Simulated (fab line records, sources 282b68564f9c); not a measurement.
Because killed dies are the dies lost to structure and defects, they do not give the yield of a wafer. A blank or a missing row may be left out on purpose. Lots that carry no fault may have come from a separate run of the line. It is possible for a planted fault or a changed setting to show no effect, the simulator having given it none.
Split-lot experiment | flow rit cmos | 23 wafers read across 5 lots, on a route 202 steps long

## THE SPLIT
At RIT_CONTACT_ETCH_11 (etches SiO2 in CHF3/CF4/Ar, stops on TiSi2, target depth 480 nm, time 320 s), the setting time s was moved away from the recipe's 320 s on 7 of the 23 wafers read, by -14.5% to +5.5%. The other wafers ran this setting at the recipe's value.

The reading comes from the split's own step.

## THE READING
NOVOLAK_of_CONTACT_COAT_03.thk nm (the simulator's own value, which no gauge read), in nm, at RIT_CONTACT_ETCH_11 (etches SiO2 in CHF3/CF4/Ar, stops on TiSi2, target depth 480 nm, time 320 s). No usual value for it is given in the file. The 16 wafers here that ran the recipe average 769.3 nm, standard deviation 4.4 nm.

wafer  | tool, chamber at the split | time s as run, s | against the recipe | NOVOLAK_of_CONTACT_COAT_03.thk nm, nm | against lot-mates on the recipe
L074.1 | rie diel-01, 3             | 320              | recipe             | 766.2                                 | -
L074.4 | rie diel-01, 0             | 320              | recipe             | 764.2                                 | -
L074.5 | rie diel-01, 1             | 320              | recipe             | 768.9                                 | -
L076.1 | rie diel-01, 1             | 320              | recipe             | 772.1                                 | -
L076.2 | rie diel-01, 3             | 320              | recipe             | 769.8                                 | -
L076.4 | rie diel-01, 0             | 320              | recipe             | 766.8                                 | -
L076.5 | rie diel-01, 0             | 337.7            | +5.5%              | 757.8                                 | -11.8
L076.6 | rie diel-01, 1             | 337.7            | +5.5%              | 766.6                                 | -3.0
L077.1 | rie diel-03, 2             | 273.6            | -14.5%             | 785.4                                 | +19.7
L077.2 | rie diel-03, 0             | 320              | recipe             | 765.5                                 | -
L077.3 | rie diel-03, 1             | 273.6            | -14.5%             | 788.7                                 | +23.0
L077.4 | rie diel-03, 3             | 273.6            | -14.5%             | 785.8                                 | +20.1
L077.5 | rie diel-03, 2             | 320              | recipe             | 765.9                                 | -
L079.1 | rie diel-03, 0             | 283.2            | -11.5%             | 776.4                                 | +9.9
L079.3 | rie diel-03, 1             | 283.2            | -11.5%             | 780.4                                 | +13.9
L079.4 | rie diel-03, 3             | 320              | recipe             | 767.1                                 | -
L079.5 | rie diel-03, 3             | 320              | recipe             | 770                                   | -
L079.6 | rie diel-03, 0             | 320              | recipe             | 762.5                                 | -
L083.1 | rie diel-02, 2             | 320              | recipe             | 776.3                                 | -
L083.2 | rie diel-02, 0             | 320              | recipe             | 777.6                                 | -
L083.3 | rie diel-02, 1             | 320              | recipe             | 769.3                                 | -
L083.4 | rie diel-02, 1             | 320              | recipe             | 769.9                                 | -
L083.5 | rie diel-02, 0             | 320              | recipe             | 777                                   | -

THE FIT
A straight line over all 23 wafers: NOVOLAK_of_CONTACT_COAT_03.thk nm changes by -1.1 nm for each +1% of time s; r = -0.85; the points scatter about the line by 4.3 nm.
The same after taking each lot's own level away (the mean of its wafers on the recipe; 23 wafers): -1.33 nm for each +1%; r = -0.94; scatter 3.1 nm.
That fit puts the effect of the largest move of time s on the reading at 19 nm.
Across the lots, their own levels run from 765.70 to 774.02 nm, a range of 1.9 times the standard deviation given above.
Hence the slope depends on the lot-to-lot level, as the two fits are not the same.
Check: for one of the wafers moved furthest among these (-14.5%), held out of the fit, the line's prediction against its lot-mates is +19 nm. Against them it came out at +19.7 nm.

## THESE WAFERS: OTHER SPLITS
Other splits were also applied to these wafers ahead of the reading. Each is held against what the fit with the lots' levels taken away leaves over:
other split on the same wafers | wafers away from the commonest value | r with NOVOLAK_of_CONTACT_COAT_03.thk nm (lot level and that fit taken away)
RIT_NSD_SOFTBAKE_02 temp c     | 5                                    | +0.15
RIT_PSD_IMPLANT_08 energy kev  | 6                                    | -0.12
RIT_CONTACT_SOFTBAKE_04 temp c | 12                                   | -0.30

## FILE'S OWN FIT
NOVOLAK_of_CONTACT_COAT_03.thk nm changes by -1.29 nm for each +1% of time s, r = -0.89.
